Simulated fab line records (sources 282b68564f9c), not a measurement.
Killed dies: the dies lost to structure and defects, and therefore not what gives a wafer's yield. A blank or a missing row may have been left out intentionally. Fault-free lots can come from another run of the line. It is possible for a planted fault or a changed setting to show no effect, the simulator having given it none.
A lot that was struck, set against a sound lot	flow rit_cmos	27 steps out of a route of 202
Sound: these wafers, L833.1, L833.3, L833.4. Struck: wafers L848.3, L848.4, L848.6. Last of all comes the cause.
For every step that has rows: the tool of each side, followed by ch and its chambers, followed by its first start. Under that, the readings that differ: sound wafers	struck wafers	difference of the means	sigmas: that difference in standard deviations of wafers without a fault.
alike: readings whose means differ by less than 2 such deviations, and words and numbers that are the same on both sides. not compared: withheld readings, readings that some wafer has no value for, bounds like >300 that may hide the same value, and numbers for which the record gives no deviation and whose values overlap.
The two part at a step that has a row with sigmas, a row that says differs or no value, or rows on one side only. When numbers do not overlap yet have no deviation, they are printed without sigmas and do not part them. A reading that every wafer of one side lacks parts them only if that side has two wafers or more.

first, 4 steps without rows for these wafers: RIT_CONTACT_SOFTBAKE_04 (time 60 s); RIT_CONTACT_EXPOSE_05 (exposes mask M11, target cd 1000 nm); RIT_CONTACT_PEB_06; RIT_CONTACT_DEVELOP_07 (develop time 120 s).
RIT_CONTACT_CD_MEAS_08: target cd 1000 nm.
  struck on cd_sem-01, day 6 17:26; sound on cd_sem-01, day 3 10:14
  alike: cd_nm
RIT_CONTACT_OVL_MEAS_09:
  struck on overlay-01, day 6 17:32; sound on overlay-02, day 3 10:21
  alike: CONTACT_OVL
then, 1 step without rows for these wafers: RIT_CONTACT_HARDBAKE_10 (time 60 s).
RIT_CONTACT_ETCH_11: etches SiO2 in CHF3/CF4/Ar, stops on TiSi2, target depth 480 nm, time 320 s.
  sound on rie_diel-01 ch 0,1,2, day 3 10:32; struck on rie_diel-03 ch 0,1, day 6 17:42
  alike: drypump_motor_current_A, oes_product_au, throttle_valve_pct
  not compared: rf_hours_counter_h
RIT_CONTACT_STRIP_12: strips in O2, time 180 s.
  sound on plasma_asher-03 ch 0,1, day 3 10:44; struck on plasma_asher-03 ch 0,1, day 6 17:58
  alike: drypump_motor_current_A
  not compared: rf_hours_counter_h
RIT_CONTACT_CD_MEAS_90: target cd 1000 nm.
  struck on cd_sem-02, day 6 18:07; sound on cd_sem-02, day 3 10:55
  alike: cd_nm
then, 2 steps without rows for these wafers: RIT_CONTACT_CLEAN_13 (cleans in SC1, time 600 s); RIT_CONTACT_CLEAN_14 (cleans in SC2, time 600 s).
RIT_M1_SPUTTER_00: material Al, target thk 400 nm, time 500 s.
  struck on pvd_sputter-03, day 6 18:43; sound on pvd_sputter-04, day 3 11:35
reading	sound	struck	difference	sigmas
model.Al_of_M1_SPUTTER_00.thk_nm (nm)	397.2 396.4 400.2	446.2 452.5 456.3	+53.7	
  alike: throttle_valve_pct
RIT_M1_RS_MEAS_01: the measuring method here is four-point-probe.
  struck on film_metro-02, day 6 19:03; sound on film_metro-04, day 3 11:53
reading	sound	struck	difference	sigmas
M1_AL_RS (ohm/sq)	0.0740 0.0741 0.0735	0.0656 0.0647 0.0641	-0.0091	-9
RIT_M1_THK_MEAS_02: measures by xrf.
  struck on film_metro-02, day 6 19:09; sound on film_metro-04, day 3 12:00
reading	sound	struck	difference	sigmas
M1_AL_THK (nm)	406 405 410	454 457 465	+52	+9
then, 6 steps without rows for these wafers: RIT_M1_HMDS_03 (prime time 60 s); RIT_M1_COAT_04 (resist thk 1300 nm); RIT_M1_SOFTBAKE_05 (time 60 s); RIT_M1_EXPOSE_06 (exposes mask M12, target cd 2600 nm); RIT_M1_PEB_07; RIT_M1_DEVELOP_08 (develop time 68 s).
RIT_M1_CD_MEAS_09: target cd 2600 nm.
  struck on cd_sem-02, day 6 20:16; sound on cd_sem-01, day 3 13:05
  alike: cd_nm
RIT_M1_OVL_MEAS_10:
  struck on overlay-02, day 6 20:22; sound on overlay-01, day 3 13:12
reading	sound	struck	difference	sigmas
M1_OVL (nm)	-2.5 -2.2 -2.3	1.0 0.8 0.6	+3.1	+2
then, 1 step without rows for these wafers: RIT_M1_HARDBAKE_11 (time 120 s).
RIT_M1_METAL_ETCH_12: etches Al in Cl2/BCl3, stops on SiO2, time 165 s, target depth 600 nm.
  sound on rie_metal-02 ch 0,1, day 3 13:29; struck on rie_metal-02 ch 0,1, day 6 20:41
reading	sound	struck	difference	sigmas
oes_product_au (a.u.)	0.767 0.761 0.749	0.810 0.835 0.819	+0.062	+5
  alike: drypump_motor_current_A, throttle_valve_pct
  not compared: rf_hours_counter_h
then, 1 step without rows for these wafers: RIT_M1_STRIP_13 (strips in nmp, time 600 s).
RIT_M1_PROBE_99:
  struck on prober-02, day 6 22:59; sound on prober-01, day 3 15:44
reading	sound	struck	difference	sigmas
model.etest.m1.rs_ohm_sq	0.07276 0.07339 0.07245	0.06486 0.06418 0.06292	-0.00888	
  alike: defect_limited_yield, killed_at_M0_to_M3, killed_at_contacts, killed_at_front_end, killed_dies, killed_open, killed_short, sort_bin_3_pad_short, sort_bin_5_function, sort_bin_6_memory, sort_n_pass, sort_yield_pct

== WHERE THEY PART ==
First at RIT_M1_RS_MEAS_01; last, within this record, at RIT_M1_METAL_ETCH_12. Later steps at which nothing parts them and some readings are alike: RIT_M1_PROBE_99.

WHY: the cause the simulator had injected
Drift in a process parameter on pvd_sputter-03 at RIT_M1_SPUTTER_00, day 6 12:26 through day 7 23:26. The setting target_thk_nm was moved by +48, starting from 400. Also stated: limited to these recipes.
